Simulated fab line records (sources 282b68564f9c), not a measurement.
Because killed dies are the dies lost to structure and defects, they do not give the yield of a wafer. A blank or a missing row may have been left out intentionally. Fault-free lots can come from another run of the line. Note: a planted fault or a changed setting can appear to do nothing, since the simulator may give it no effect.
fab line records | flow rit-cmos
[record] lots = 14 wafers = 42 last-day = 7
route steps=202 shown PRETRO@69 GATE@85 NLDD@160
lots that met no fault: taken from a fault-free run of the same line
start-h: hours from the record's first day to the start of the lot's first wafer shown | wait-h: hours from the lot's prior step to this one | " repeats the value in the row above | L1.1+2: a row that stands for several wafers | - value missing, or start not given | * or withheld: withheld | < > ~ a bound
route shown NAME@n: a module of which the file shows steps, and the number in the route of the first | usual: mean/standard deviation of fault-free wafers | same: alike in all rows | chamber/n: place in a boat | sites: per-site readings | _std_site: their standard deviation | _edge_site: mean of outer sites minus mean of inner sites | radius-mm: how far each site lies from the wafer's centre | mask NAME#n: copy n | behind: tool/chamber where the wafer was last shaped | hold: why the lot went on hold/how many hours it stayed there/how the hold came to an end | device: the transistor (n, p or np) that didn't switch | end of line: the tests these same wafers got at the end of their route | a step given without rows: its recipe and nothing more | killed: not the wafer's yield, but the dies lost to structure and defects at the first sort | map: the dies of a wafer, with x for killed, . for not killed, _ for no die there
set.NAME: the setting the step ran with; set.NAME@STEP: the setting that earlier step ran with | model.NAME: the simulator's own value behind a step, which no gauge read
steps of the route over a sample of lots; a table a step, a row a wafer
services: the hour from which a tool's chamber was out of use, counted from the record's first day as start-h (under 0 if before that day), plus the number of hours and why
[[steps]]
[step RIT_PRETRO_DEVELOP_05]
[recipe] resist = NOVOLAK develop-time-s = 68 dev-temp-c = 23
[usual] chill-plate-temp-C = 23.00/0.12 develop-time-s = 68/0
// columns lot.wafer tool chamber start-h wait-h chill-plate-temp-C develop-time-s
L256.3 litho-track-01 0 36 - 22.92 68
L256.4 " 0 " " 22.96 68
L256.6 " 0 " " 23.17 68
L258.1 litho-track-01 0 46 - 23.10 68
L258.3 " 0 " " 23.14 68
L258.6 " 0 " " 23.25 68
L259.3 litho-track-03 0 51 - 22.94 68
L259.4 " 0 " " 23.04 68
L259.5 " 0 " " 22.95 68
L262.1 litho-track-02 0 65 - 22.86 68
L262.2 " 0 " " 22.89 68
L262.5 " 0 " " 23.01 68
L266.1 litho-track-03 - 86 - - -
L266.4 " - " " - -
L266.6 " - " " - -
L267.1 litho-track-01 - 90 - - -
L267.2 " - " " - -
L267.4 " - " " - -
L268.1 litho-track-01 0 96 - 23.13 68
L268.2 " 0 " " 23.08 68
L268.5 " 0 " " 23.02 68
L271.3 litho-track-03 0 110 - 22.97 68
L271.5 " 0 " " 23.12 68
L271.6 " 0 " " 23.14 68
L273.1 litho-track-01 0 120 - 23.00 68
L273.2 " 0 " " 23.03 68
L273.4 " 0 " " 23.09 68
L274.1 litho-track-02 0 126 - 22.85 68
L274.3 " 0 " " 22.84 68
L274.6 " 0 127 - 22.99 68
L275.4 litho-track-02 0 130 - 23.05 68
L275.5 " 0 " " 23.12 68
L275.6 " 0 131 - 23.09 68
L276.1 litho-track-03 0 140 - 23.00 68
L276.2 " 0 141 - 22.82 68
L276.5 " 0 " " 22.96 68
L277.2 litho-track-03 0 142 - 22.97 68
L277.4 " 0 " " 23.08 68
L277.5 " 0 " " 23.15 68
L278.1 litho-track-02 0 148 - 23.17 68
L278.2 " 0 " " 22.97 68
L278.6 " 0 " " 23.10 68
[step RIT_GATE_THK_MEAS_09]
[recipe] reads = poly-Si_of_GATE_CVD_08
[usual] GATE_POLY_THK = 241.9/2.2
// columns lot.wafer tool chamber start-h wait-h GATE_POLY_THK[nm]
L256.3 film-metro-03 - 40.45 0.0 245.7
L256.4 " - " " 244.7
L256.6 " - " " 247.4
L258.1 film-metro-03 - 50.41 0.0 240.6
L258.3 " - " " 239.9
L258.6 " - " " 240.4
L259.3 film-metro-04 - 58.18 0.0 241.7
L259.4 " - " " 240.1
L259.5 " - " " 241.4
L262.1 film-metro-03 - 72.63 0.0 243.2
L262.2 " - " " 240.8
L262.5 " - " " 242.3
L266.1 film-metro-02 - 92.12 0.0 245.2
L266.4 " - " " 245.3
L266.6 " - " " 246.6
L267.1 film-metro-04 - 94.63 0.0 242.9
L267.2 " - " " 241.8
L267.4 " - " " 242.0
L268.1 film-metro-02 - 101.47 0.0 241.7
L268.2 " - " " 241.7
L268.5 " - " " 239.4
L271.3 film-metro-02 - 115.52 0.0 241.9
L271.5 " - " " 241.1
L271.6 " - " " 241.5
L273.1 film-metro-04 - 129.22 0.0 242.2
L273.2 " - " " 242.2
L273.4 " - " " 242.4
L274.1 film-metro-02 - 132.48 0.0 243.2
L274.3 " - " " 242.0
L274.6 " - " " 243.6
L275.4 film-metro-03 - 136.04 0.1 241.2
L275.5 " - " " 242.3
L275.6 " - " " 241.9
L276.1 film-metro-02 - 146.66 0.0 239.3
L276.2 " - " " 240.4
L276.5 " - " " 239.3
L277.2 film-metro-04 - 148.29 0.0 238.3
L277.4 " - " " 240.9
L277.5 " - " " 240.1
L278.1 film-metro-03 - 153.14 0.0 240.9
L278.2 " - " " 240.3
L278.6 " - " " 239.3
[step RIT_GATE_STRIP_20]
[recipe] chemistry = O2 time-s = 180 resist = NOVOLAK platen-temp-c = withheld power-w = 500 pressure-mtorr = 4000 o2-flow-sccm = 3883
[usual] drypump-motor-current-A = 5.8/0.3
// columns lot.wafer tool chamber start-h wait-h drypump-motor-current-A rf-hours-counter-h
L256.3 plasma-asher-04 0 41.91 0.1 5.7 -
L256.4 " 1 " " 5.3 -
L256.6 " 1 " " 5.4 -
L258.1 plasma-asher-01 1 52.09 0.1 6.2 41
L258.3 " 1 " " 6.2 -
L258.6 " 1 " " 6.2 -
L259.3 plasma-asher-04 0 59.54 0.1 5.7 -
L259.4 " 1 " " 5.3 -
L259.5 " 1 " " 5.3 -
L262.1 plasma-asher-02 1 74.00 0.1 5.7 43
L262.2 " 0 " " 6.0 43
L262.5 " 0 " " 6.0 -
L266.1 plasma-asher-01 0 93.53 0.1 5.3 45
L266.4 " 1 " " 6.2 -
L266.6 " 0 " " 5.3 -
L267.1 plasma-asher-02 1 95.96 0.1 5.7 45
L267.2 " 0 " " 6.0 45
L267.4 " 1 " " 5.8 -
L268.1 plasma-asher-04 0 102.79 0.1 5.7 31
L268.2 " 1 " " 5.3 31
L268.5 " 1 " " 5.3 -
L271.3 plasma-asher-02 0 117.02 0.1 5.9 -
L271.5 " 1 " " 5.8 -
L271.6 " 0 " " 5.9 -
L273.1 plasma-asher-02 1 130.55 0.1 5.7 49
L273.2 " 0 " " 5.9 49
L273.4 " 1 " " 5.8 -
L274.1 plasma-asher-01 0 133.80 0.1 5.3 2
L274.3 " 0 " " 5.3 -
L274.6 " 1 " " 6.2 -
L275.4 plasma-asher-01 1 137.40 0.1 6.2 -
L275.5 " 0 " " 5.3 -
L275.6 " 1 " " 6.2 -
L276.1 plasma-asher-02 1 147.99 0.1 5.7 51
L276.2 " 0 " " 6.0 51
L276.5 " 0 " " 6.0 -
L277.2 plasma-asher-01 0 149.73 0.1 5.3 3
L277.4 " 1 " " 6.2 -
L277.5 " 0 " " 5.3 -
L278.1 plasma-asher-01 0 154.62 0.1 5.3 4
L278.2 " 1 " " 6.2 4
L278.6 " 0 " " 5.3 -
[step RIT_SDANNEAL_RS_MEAS_07]
[recipe] thk-meas-gauge = four-point-probe
[usual] NLDD_RS = 149.0/0.48
// columns lot.wafer tool chamber start-h wait-h NLDD_RS[ohm/sq]
L256.3 film-metro-01 - 54.39 0.1 148.4
L256.4 " - " " 148.2
L256.6 " - " " 148.2
L258.1 film-metro-01 - 65.64 0.1 148.2
L258.3 " - " " 148.2
L258.6 " - " " 148.6
L259.3 film-metro-04 - 74.36 0.1 149.4
L259.4 " - " " 150.2
L259.5 " - " " 149.7
L262.1 film-metro-01 - 88.17 0.1 148.9
L262.2 " - " " 149.2
L262.5 " - " " 148.8
L266.1 film-metro-01 - 106.08 0.1 149.2
L266.4 " - " " 149.3
L266.6 " - " " 149.0
L267.1 film-metro-04 - 108.68 0.1 149.0
L267.2 " - " " 148.7
L267.4 " - " " 148.2
L268.1 film-metro-04 - 117.04 0.1 149.0
L268.2 " - " " 149.0
L268.5 " - " " 148.8
L271.3 film-metro-02 - 129.92 0.1 148.9
L271.5 " - " " 149.1
L271.6 " - " " 149.1
L273.1 film-metro-04 - 144.11 0.1 149.6
L273.2 " - " " 149.5
L273.4 " - " " 149.6
L274.1 film-metro-02 - 148.71 0.1 148.5
L274.3 " - " " 148.5
L274.6 " - " " 148.8
L275.4 film-metro-02 - 151.94 0.1 148.3
L275.5 " - " " 148.4
L275.6 " - " " 148.4
L276.1 film-metro-04 - 161.21 0.1 149.3
L276.2 " - " " 148.9
L276.5 " - " " 149.2
L277.2 film-metro-01 - 162.84 0.1 148.5
L277.4 " - " " 149.0
L277.5 " - " " 148.5
L278.1 film-metro-01 - 168.59 0.1 149.0
L278.2 " - " " 149.4
L278.6 " - " " 149.6
[[services]]
// columns tool chamber start-h hours kind
plasma-asher-02 - 30.99 2.8 pm
litho-track-01 - 103.88 - consumable-replace:filter
plasma-asher-01 - 108.75 9.0 pm
plasma-asher-01 0 108.75 9.0 vent-cycle
plasma-asher-01 1 108.75 9.0 vent-cycle
plasma-asher-01 0 117.75 - clean
plasma-asher-01 1 117.75 - clean
plasma-asher-04 - 130.92 14.6 repair
[[key]]
[first-sign] step = RIT_PRETRO_DEVELOP_05 reading = tool-record direction = missing
effect none on later readings
met-at RIT_PRETRO_DEVELOP_05
struck-lots L266,L267
sort-left-out L266.1,L266.4,L266.6,L267.1,L267.2,L267.4
tester-left-out L266,L267
not-acting-at RIT_GATE_THK_MEAS_09,RIT_GATE_STRIP_20,RIT_SDANNEAL_RS_MEAS_07
onset-between 51 86
[fault] kind = skipped-step-whole tool = litho-track-01,litho-track-03 chamber = - onset-h = 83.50 steps = RIT_PRETRO_DEVELOP_05 scope = struck-lots-only
// tester-left-out: of these lots the tester's yield and bins aren't shown, on N5 and GAA mostly nor the transistor test; their killed dies are dies lost to structure and defects alone, not to doping, threshold or leakage, so they don't give the yield
// sort-left-out: the simulated sort isn't trusted on such a fault, so these wafers' sort isn't shown, and their yield isn't known
